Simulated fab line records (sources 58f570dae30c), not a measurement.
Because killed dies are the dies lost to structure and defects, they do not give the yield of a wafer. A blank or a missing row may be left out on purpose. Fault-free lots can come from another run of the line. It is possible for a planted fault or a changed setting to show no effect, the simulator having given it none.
Split-lot trial + flow berkeley-cmos170 + route with 331 steps; 5 lots, 23 wafers read

THE SPLIT ITSELF
At UCB170_ACTIVE_CVD_05 (deposits Si3N4 from SiH2Cl2/NH3, target thk 220 nm, time 3300 s), the setting temp-c was moved away from the recipe's 800 C on 10 of the 23 wafers read, by -1.3% to -0.8%. All remaining wafers had this setting at the recipe value.

The file shows no step between the split and the reading.

THE READING
ACTIVE_NITRIDE_THK, in nm, at UCB170_ACTIVE_THK_MEAS_06. Typical for fault-free wafers on this fab line: 219.1 nm, with standard deviation 1.8 nm.

| wafer  | tool, chamber at the split | temp-c as run, C | against the recipe | ACTIVE_NITRIDE_THK, nm | against lot-mates on the recipe |
|--------|----------------------------|------------------|--------------------|------------------------|---------------------------------|
| L076.1 | -, -                       | 793.5            | -0.8%              | 195.3                  | no lot-mate on the recipe       |
| L076.2 | -, -                       | 793.5            | -0.8%              | 195.5                  | no lot-mate on the recipe       |
| L076.4 | -, -                       | 793.5            | -0.8%              | 196.7                  | no lot-mate on the recipe       |
| L076.5 | -, -                       | 793.5            | -0.8%              | 195.6                  | no lot-mate on the recipe       |
| L076.6 | -, -                       | 793.5            | -0.8%              | 197.0                  | no lot-mate on the recipe       |
| L075.3 | lpcvd-02, 0                | 800              | recipe             | 218.7                  | -                               |
| L075.4 | lpcvd-02, 0                | 800              | recipe             | 219.4                  | -                               |
| L075.5 | lpcvd-02, 0                | 800              | recipe             | 218.7                  | -                               |
| L077.1 | -, -                       | 800              | recipe             | 218.8                  | -                               |
| L077.3 | -, -                       | 800              | recipe             | 218.6                  | -                               |
| L077.4 | -, -                       | 800              | recipe             | 217.8                  | -                               |
| L077.5 | -, -                       | 800              | recipe             | 216.7                  | -                               |
| L077.6 | -, -                       | 800              | recipe             | 216.8                  | -                               |
| L079.1 | -, -                       | 800              | recipe             | 218.4                  | -                               |
| L079.3 | -, -                       | 800              | recipe             | 218.3                  | -                               |
| L079.4 | -, -                       | 800              | recipe             | 219.5                  | -                               |
| L079.5 | -, -                       | 800              | recipe             | 217.5                  | -                               |
| L079.6 | -, -                       | 800              | recipe             | 218.5                  | -                               |
| L082.1 | -, -                       | 789.3            | -1.3%              | 177.8                  | no lot-mate on the recipe       |
| L082.2 | -, -                       | 789.3            | -1.3%              | 176.5                  | no lot-mate on the recipe       |
| L082.3 | -, -                       | 789.3            | -1.3%              | 179.7                  | no lot-mate on the recipe       |
| L082.4 | -, -                       | 789.3            | -1.3%              | 178.3                  | no lot-mate on the recipe       |
| L082.5 | -, -                       | 789.3            | -1.3%              | 178.2                  | no lot-mate on the recipe       |

THE FIT
A straight line over all 23 wafers: ACTIVE_NITRIDE_THK changes by +29.5 nm for each +1% of temp-c; r = +1.00; the points scatter about the line by 1.3 nm.
Too few moved wafers have a lot-mate on the recipe to fit a line with each lot's own level taken away.

THE WHOLE CHAIN: every reading that the file lists as answering this split, in the file's order
| step                      | what it does                                                               | reading                                                                        | change (the file's fit)              | r (the file's) |
|---------------------------|----------------------------------------------------------------------------|--------------------------------------------------------------------------------|--------------------------------------|----------------|
| UCB170_ACTIVE_CVD_05      | deposits Si3N4 from SiH2Cl2/NH3, target thk 220 nm, time 3300 s            | Si3N4_of_ACTIVE_CVD_05.thk-nm (the simulator's own value, which no gauge read) | +29.5 nm for each +1% of the setting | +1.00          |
| UCB170_ACTIVE_THK_MEAS_06 |                                                                            | ACTIVE_NITRIDE_THK                                                             | +29.5 for each +1% of the setting    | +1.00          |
| UCB170_ACTIVE_ETCH_15     | etches Si3N4 in CH3F/Ar/O2, stops on SiO2, target depth 242 nm, time 151 s | etch.depth-nm (the simulator's own value, which no gauge read)                 | +29.5 nm for each +1% of the setting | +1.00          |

FILE'S OWN FIT
ACTIVE_NITRIDE_THK changes by +29.5 nm for each +1% of temp-c, r = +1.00.
